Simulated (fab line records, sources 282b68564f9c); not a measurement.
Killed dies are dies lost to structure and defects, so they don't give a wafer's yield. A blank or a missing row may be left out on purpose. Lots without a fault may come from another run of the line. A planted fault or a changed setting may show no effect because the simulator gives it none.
fab line records | flow rit_cmos
record lots=5 wafers=15 last_day=7
route steps=202 shown SILICIDE@163 CONTACT@168
lots that met no fault: from a run of the same line without faults
start_h: hours from the record's first day to the start of the lot's first wafer shown | wait_h: hours since the lot's step before | " the same as in the row above | L1.1+2: a row that stands for several wafers | - no value, or no start given | * or withheld: withheld | < > ~ a bound
route shown NAME@n: a module of which the file shows steps, and the number in the route of the first | usual: mean/standard deviation of fault-free wafers | same: alike in all rows | chamber/n: place in a boat | sites: the reading at each site | _std_site: their standard deviation | _edge_site: outer sites' mean less inner sites' | radius_mm: how far each site lies from the wafer's centre | mask NAME#n: copy n | behind: the tool/chamber that last shaped the wafer | hold: why the lot was held/for how many hours/how that ended | device: the transistor (n, p or np) that didn't switch | end of line: the same wafers' tests at the end of the route | a step without rows: its recipe alone | killed: dies lost to structure and defects at the first sort, not the wafer's yield | map: a wafer's dies, x killed, . not, _ none there
set.NAME: the setting as run; set.NAME@STEP: as run at that earlier step | model.NAME: the simulator's own value behind a step, which no gauge read
lots at some steps of the route; a table a step, a row a wafer
services: from which hour (start_h, from the record's first day; less than 0 if before it) a tool's chamber was out of use, for how many hours, and why
## steps
# step RIT_SILICIDE_RS_MEAS_02
# recipe thk_meas_gauge=four-point-probe reads=Ti_of_SILICIDE_SPUTTER_01
# usual SILICIDE_TI_RS=50.7/0.57
# columns lot.wafer tool chamber start_h wait_h SILICIDE_TI_RS[ohm/sq]
L074.4 film_metro-04 - 51.52 0.1 49.7
L074.5 " - " " 50.4
L074.6 " - " " 50.8
L078.2 film_metro-04 - 72.20 0.1 50.6
L078.3 " - " " 51.1
L078.6 " - " " 50.8
L085.2 film_metro-01 - 104.67 0.1 49.9
L085.3 " - " " 49.7
L085.6 " - " " 49.8
L092.1 film_metro-01 - 140.67 0.1 50.1
L092.3 " - " " 49.4
L092.6 " - " " 50.2
L095.1 film_metro-01 - 156.99 0.1 51.7
L095.5 " - " " 51.8
L095.6 " - " " 51.2
# step RIT_SILICIDE_THK_MEAS_03
# recipe thk_meas_gauge=xrf reads=Ti_of_SILICIDE_SPUTTER_01
# usual SILICIDE_TI_THK=28.26/0.26
# columns lot.wafer tool chamber start_h wait_h SILICIDE_TI_THK[nm]
L074.4 film_metro-04 - 51.61 0.1 28.73
L074.5 " - " " 28.39
L074.6 " - " " 28.24
L078.2 film_metro-04 - 72.31 0.1 28.56
L078.3 " - " " 28.12
L078.6 " - " " 28.31
L085.2 film_metro-01 - 104.78 0.1 28.57
L085.3 " - " " 28.42
L085.6 " - " " 28.42
L092.1 film_metro-01 - 140.79 0.1 28.64
L092.3 " - " " 28.85
L092.6 " - " " 28.51
L095.1 film_metro-01 - 157.11 0.1 27.96
L095.5 " - " " 27.88
L095.6 " - " " 28.15
# step RIT_SILICIDE_RTA_04
# recipe temp_c=650 time_s=10 idle_temp_c=25 ramp_up_s=5 ramp_down_s=5 cool_to_c=25 ambient=N2
# usual wafer_temp_C_max=653.3/0.72
# columns lot.wafer tool chamber start_h wait_h wafer_temp_C_max
L074.4 rtp_anneal-02 0 51.71 0.1 652.7
L074.5 " 0 " " 654.0
L074.6 " 0 " " 653.3
L078.2 rtp_anneal-02 0 72.37 0.1 653.7
L078.3 " 0 " " 653.3
L078.6 " 0 " " 652.6
L085.2 rtp_anneal-01 0 104.84 0.1 653.3
L085.3 " 0 " " 654.7
L085.6 " 0 " " 654.3
L092.1 rtp_anneal-02 0 140.85 0.1 653.6
L092.3 " 0 " " 653.1
L092.6 " 0 " " 653.5
L095.1 rtp_anneal-01 0 157.17 0.1 653.7
L095.5 " 0 " " 653.3
L095.6 " 0 " " 652.3
# step RIT_SILICIDE_WET_ETCH_05
# recipe chemistry=SPM target=Ti temp_c=90 time_s=120 dry=n2_spin
# usual bath_guard_temp_C=90.1/0.66
# columns lot.wafer tool chamber start_h wait_h bath_guard_temp_C
L074.4 wet_bench-03 0 51.78 0.0 90.8
L074.5 " 0 " " 90.7
L074.6 " 0 " " 90.4
L078.2 wet_bench-01 1 72.43 0.0 90.0
L078.3 " 1 " " 89.6
L078.6 " 1 " " 90.0
L085.2 wet_bench-04 2 104.90 0.0 90.4
L085.3 " 2 " " 90.6
L085.6 " 2 " " 90.6
L092.1 wet_bench-01 2 140.92 0.1 90.5
L092.3 " 2 " " 90.5
L092.6 " 2 " " 90.4
L095.1 wet_bench-01 0 157.24 0.1 90.3
L095.5 " 0 " " 90.2
L095.6 " 0 " " 90.3
# step RIT_SILICIDE_RTA_06
# recipe temp_c=750 time_s=10 idle_temp_c=25 ramp_up_s=5 ramp_down_s=10 cool_to_c=25 ambient=N2
# usual wafer_temp_C_max=754.0/0.76
# columns lot.wafer tool chamber start_h wait_h wafer_temp_C_max
L074.4 rtp_anneal-01 0 51.85 0.0 753.0
L074.5 " 0 " " 753.4
L074.6 " 0 " " 752.6
L078.2 rtp_anneal-01 0 72.48 0.0 753.8
L078.3 " 0 " " 754.1
L078.6 " 0 " " 754.7
L085.2 rtp_anneal-02 0 104.95 0.0 753.9
L085.3 " 0 " " 753.5
L085.6 " 0 " " 754.9
L092.1 rtp_anneal-01 0 140.96 0.0 753.9
L092.3 " 0 " " 754.4
L092.6 " 0 " " 753.9
L095.1 rtp_anneal-02 0 157.28 0.0 753.5
L095.5 " 0 " " 755.0
L095.6 " 0 " " 754.3
# step RIT_CONTACT_CVD_00
# recipe material=SiO2 target_thk_nm=400 precursor=TEOS temp_c=390 time_s=61 rf_w=400
# usual heater_power_w=328/53
# columns lot.wafer tool chamber start_h wait_h heater_power_w
L074.4 pecvd-01 0 51.91 0.0 305
L074.5 " 1 " " 314
L074.6 " 2 " " 374
L078.2 pecvd-03 2 72.53 0.0 413
L078.3 " 1 " " 270
L078.6 " 2 " " 430
L085.2 pecvd-04 1 105.01 0.0 363
L085.3 " 2 " " 280
L085.6 " 0 " " 390
L092.1 pecvd-01 0 141.03 0.1 319
L092.3 " 2 " " 328
L092.6 " 1 " " 296
L095.1 pecvd-01 2 157.35 0.1 306
L095.5 " 1 " " 353
L095.6 " 0 " " 274
# step RIT_CONTACT_THK_MEAS_01
# recipe reads=SiO2_of_CONTACT_CVD_00
# usual CONTACT_TEOS_THK=400/4.9
# columns lot.wafer tool chamber start_h wait_h CONTACT_TEOS_THK[nm]
L074.4 film_metro-02 - 51.97 0.0 399
L074.5 " - " " 404
L074.6 " - " " 401
L078.2 film_metro-02 - 72.59 0.0 394
L078.3 " - " " 391
L078.6 " - " " 399
L085.2 film_metro-03 - 105.07 0.0 397
L085.3 " - " " 399
L085.6 " - " " 402
L092.1 film_metro-03 - 141.08 0.0 395
L092.3 " - " " 396
L092.6 " - " " 409
L095.1 film_metro-02 - 157.40 0.0 400
L095.5 " - " " 405
L095.6 " - " " 402
# step RIT_CONTACT_HMDS_02
# recipe prime_time_s=60 prime_temp_c=140
# columns lot.wafer tool chamber start_h wait_h
L074.4+5+6 litho_track-02 0 52.36 0.4
L078.2+3+6 litho_track-04 0 72.67 0.1
L085.2+3+6 litho_track-02 0 105.14 0.1
L092.1+3+6 litho_track-04 0 141.14 0.1
L095.1+5+6 litho_track-02 0 157.46 0.1
# step RIT_CONTACT_COAT_03
# recipe resist=NOVOLAK spin_rpm=3250 resist_thk_nm=1000
# columns lot.wafer tool chamber start_h wait_h
L074.4+5+6 litho_track-02 0 52.51 0.1
L078.2+3+6 litho_track-04 0 72.82 0.1
L085.2+3+6 litho_track-02 0 105.29 0.1
L092.1+3+6 litho_track-04 0 141.29 0.1
L095.1+5+6 litho_track-02 0 157.61 0.1
# step RIT_CONTACT_SOFTBAKE_04
# recipe resist=NOVOLAK temp_c=90 time_s=60
# columns lot.wafer tool chamber start_h wait_h
L074.4+5+6 litho_track-02 0 52.66 0.1
L078.2+3+6 litho_track-04 0 72.97 0.1
L085.2+3+6 litho_track-02 0 105.44 0.1
L092.1+3+6 litho_track-04 0 141.44 0.1
L095.1+5+6 litho_track-02 0 157.76 0.1
# step RIT_CONTACT_EXPOSE_05
# recipe mask_id=M11 na=0.6 source_shape=conventional sigma_outer=0.5 target_cd_nm=1000 dose_mj=250
# columns lot.wafer tool chamber start_h wait_h mask
L074.4+5+6 iline_stepper-01 0 52.92 0.2 M11#0
L078.2+3+6 iline_stepper-02 0 73.24 0.2 M11#0
L085.2+3+6 iline_stepper-01 0 105.71 0.2 M11#0
L092.1+3+6 iline_stepper-02 0 141.59 0.1 M11#0
L095.1+5+6 iline_stepper-02 0 158.03 0.2 M11#0
# step RIT_CONTACT_PEB_06
# recipe resist=NOVOLAK temp_c=withheld time_s=withheld
# columns lot.wafer tool chamber start_h wait_h
L074.4+5+6 litho_track-02 0 53.05 0.1
L078.2+3+6 litho_track-02 0 73.36 0.1
L085.2+3+6 litho_track-04 0 105.84 0.1
L092.1+3+6 litho_track-02 0 141.70 0.1
L095.1+5+6 litho_track-04 0 158.15 0.1
# step RIT_CONTACT_DEVELOP_07
# recipe resist=NOVOLAK develop_time_s=120 dev_temp_c=23
# usual developer_temp_C=22.98/0.094
# columns lot.wafer tool chamber start_h wait_h developer_temp_C
L074.4 litho_track-02 0 - - 23.03
L074.5 " 0 " " 22.97
L074.6 " 0 " " 23.17
L078.2 litho_track-02 0 - - 22.91
L078.3 " 0 " " 22.92
L078.6 " 0 " " 22.94
L085.2 litho_track-04 0 - - 23.02
L085.3 " 0 " " 22.89
L085.6 " 0 " " 23.16
L092.1 litho_track-02 0 - - 22.95
L092.3 " 0 " " 23.00
L092.6 " 0 " " 23.02
L095.1 litho_track-04 0 - - 23.03
L095.5 " 0 " " 23.12
L095.6 " 0 " " 22.92
# step RIT_CONTACT_CD_MEAS_08
# recipe target_cd_nm=1000
# usual cd_nm=1000.6/2.3
# columns lot.wafer tool chamber start_h wait_h cd_nm
L074.4 cd_sem-01 - 53.44 - 999.9
L074.5 " - " " 1000.4
L074.6 " - " " 1000.3
L078.2 cd_sem-01 - 73.76 - 1003.2
L078.3 " - " " 1001.6
L078.6 " - " " 1003.2
L085.2 cd_sem-02 - 106.23 - 998.1
L085.3 " - " " 998.6
L085.6 " - " " 996.5
L092.1 cd_sem-01 - 142.10 - 1004.0
L092.3 " - " " 1001.6
L092.6 " - " " 1004.0
L095.1 cd_sem-02 - 158.55 - 1002.4
L095.5 " - " " 1000.8
L095.6 " - " " 1003.2
# step RIT_CONTACT_OVL_MEAS_09
# usual CONTACT_OVL=0.2/1.4
# columns lot.wafer tool chamber start_h wait_h CONTACT_OVL[nm]
L074.4 overlay-02 - 53.52 0.1 -1.0
L074.5 " - " " -0.9
L074.6 " - " " -0.9
L078.2 overlay-02 - 73.86 0.1 0.4
L078.3 " - " " 1.3
L078.6 " - " " 0.9
L085.2 overlay-01 - 106.34 0.1 2.7
L085.3 " - " " 1.7
L085.6 " - " " 2.3
L092.1 overlay-02 - 142.26 0.1 0.7
L092.3 " - " " 0.2
L092.6 " - " " 1.9
L095.1 overlay-01 - 158.67 0.1 1.2
L095.5 " - " " -2.1
L095.6 " - " " 0.5
# step RIT_CONTACT_HARDBAKE_10
# recipe resist=NOVOLAK temp_c=140 time_s=60
# columns lot.wafer tool chamber start_h wait_h
L074.4+5+6 litho_track-03 0 53.61 0.1
L078.2+3+6 litho_track-03 0 73.92 0.0
L085.2+3+6 litho_track-02 0 106.70 0.4
L092.1+3+6 litho_track-02 0 142.29 0.0
L095.1+5+6 litho_track-03 0 158.70 0.0
# step RIT_CONTACT_ETCH_11
# recipe target_depth_a=4800 over_etch_frac=0.2 stop_on=TiSi2 chemistry=CHF3/CF4/Ar target=SiO2 CHF3_flow_sccm=50 cf4_flow_sccm=10 Ar_flow_sccm=100 O2_flow_sccm=5 pressure_mtorr=100 rf_w=200 time_s=320
# usual CHF3_flow_sccm=49.97/0.15 cf4_flow_sccm=10.001/0.029 drypump_motor_current_A=5.8/0.44 oes_product_au=0.987/0.016 throttle_valve_pct=8.92/0.12
# columns lot.wafer tool chamber start_h wait_h CHF3_flow_sccm cf4_flow_sccm drypump_motor_current_A oes_product_au rf_hours_counter_h throttle_valve_pct
L074.4 rie_diel-02 1 53.68 0.1 50.05 10.014 4.9 0.999 150 8.80
L074.5 " 3 " " 50.05 9.964 6.0 1.004 - 9.02
L074.6 " 2 " " 49.67 9.956 5.6 0.973 - 8.87
L078.2 rie_diel-04 0 74.04 0.1 50.08 10.069 6.2 0.974 6 8.90
L078.3 " 2 " " 49.86 10.001 6.2 0.962 8 9.08
L078.6 " 0 " " 50.03 10.036 6.2 0.973 - 8.90
L085.2 rie_diel-01 3 106.83 0.1 49.46 9.959 5.6 1.005 5 9.08
L085.3 " 0 " " 50.08 10.011 5.5 0.998 7 8.88
L085.6 " 3 " " 49.86 9.971 5.6 0.994 - 9.07
L092.1 rie_diel-04 0 142.44 0.1 49.94 9.982 6.2 0.985 7 8.91
L092.3 " 1 " " 50.07 10.036 5.8 0.976 86 8.80
L092.6 " 0 " " 49.87 10.027 6.2 0.976 - 8.90
L095.1 rie_diel-04 1 158.85 0.1 50.19 9.915 5.8 0.982 86 8.81
L095.5 " 2 " " 49.86 10.014 6.2 0.959 - 9.06
L095.6 " 1 " " 50.08 9.970 5.7 0.977 - 8.81
# step RIT_CONTACT_STRIP_12
# recipe chemistry=O2 time_s=180 resist=NOVOLAK platen_temp_c=withheld power_w=500 pressure_mtorr=4000 o2_flow_sccm=4000
# usual drypump_motor_current_A=5.46/0.28 rf_refl_power_W=7.5/1.6
# columns lot.wafer tool chamber start_h wait_h drypump_motor_current_A rf_hours_counter_h rf_refl_power_W
L074.4 plasma_asher-02 0 53.94 0.2 5.61 - 4.9
L074.5 " 1 " " 5.55 - 5.8
L074.6 " 0 " " 5.63 - 4.7
L078.2 plasma_asher-02 0 74.24 0.1 5.60 35 5.0
L078.3 " 0 " " 5.60 - 4.9
L078.6 " 1 " " 5.56 - 5.9
L085.2 plasma_asher-02 1 107.02 0.1 5.53 39 5.6
L085.3 " 1 " " 5.55 - 5.7
L085.6 " 0 " " 5.63 - 4.7
L092.1 plasma_asher-03 1 142.64 0.1 5.47 50 10.1
L092.3 " 1 " " 5.45 - 10.1
L092.6 " 1 " " 5.46 - 10.0
L095.1 plasma_asher-03 0 159.05 0.1 5.98 52 9.1
L095.5 " 0 " " 5.95 - 9.3
L095.6 " 1 " " 5.45 - 9.3
## services
# columns tool chamber start_h hours kind
rie_diel-02 1 32.02 2.8 repair
pecvd-03 - 49.33 0.9 repair
rie_diel-02 1 58.30 5.1 repair
plasma_asher-03 - 60.21 2.8 pm
pecvd-03 - 69.44 0.7 repair
iline_stepper-01 - 73.18 1.7 pm
plasma_asher-03 - 81.50 28.1 pm
pecvd-03 1 88.59 2.3 repair
rie_diel-02 1 90.58 3.9 repair
iline_stepper-02 - 98.88 1.7 pm
rie_diel-02 2 104.33 14.5 repair
rie_diel-01 - 107.19 14.6 pm
plasma_asher-02 - 108.75 9.0 pm
plasma_asher-02 0 108.75 9.0 vent_cycle
plasma_asher-02 1 108.75 9.0 vent_cycle
rie_diel-04 - 116.13 2.8 pm
plasma_asher-02 0 117.75 - clean
rie_diel-01 - 122.60 1.5 repair
rie_diel-02 0 128.17 2.4 repair
pecvd-03 - 128.51 5.5 pm
plasma_asher-03 - 131.59 9.1 repair
iline_stepper-01 - 132.08 9.8 repair
rie_diel-01 2 135.59 19.8 repair
rie_diel-02 2 143.72 1.5 repair
## key
fault none
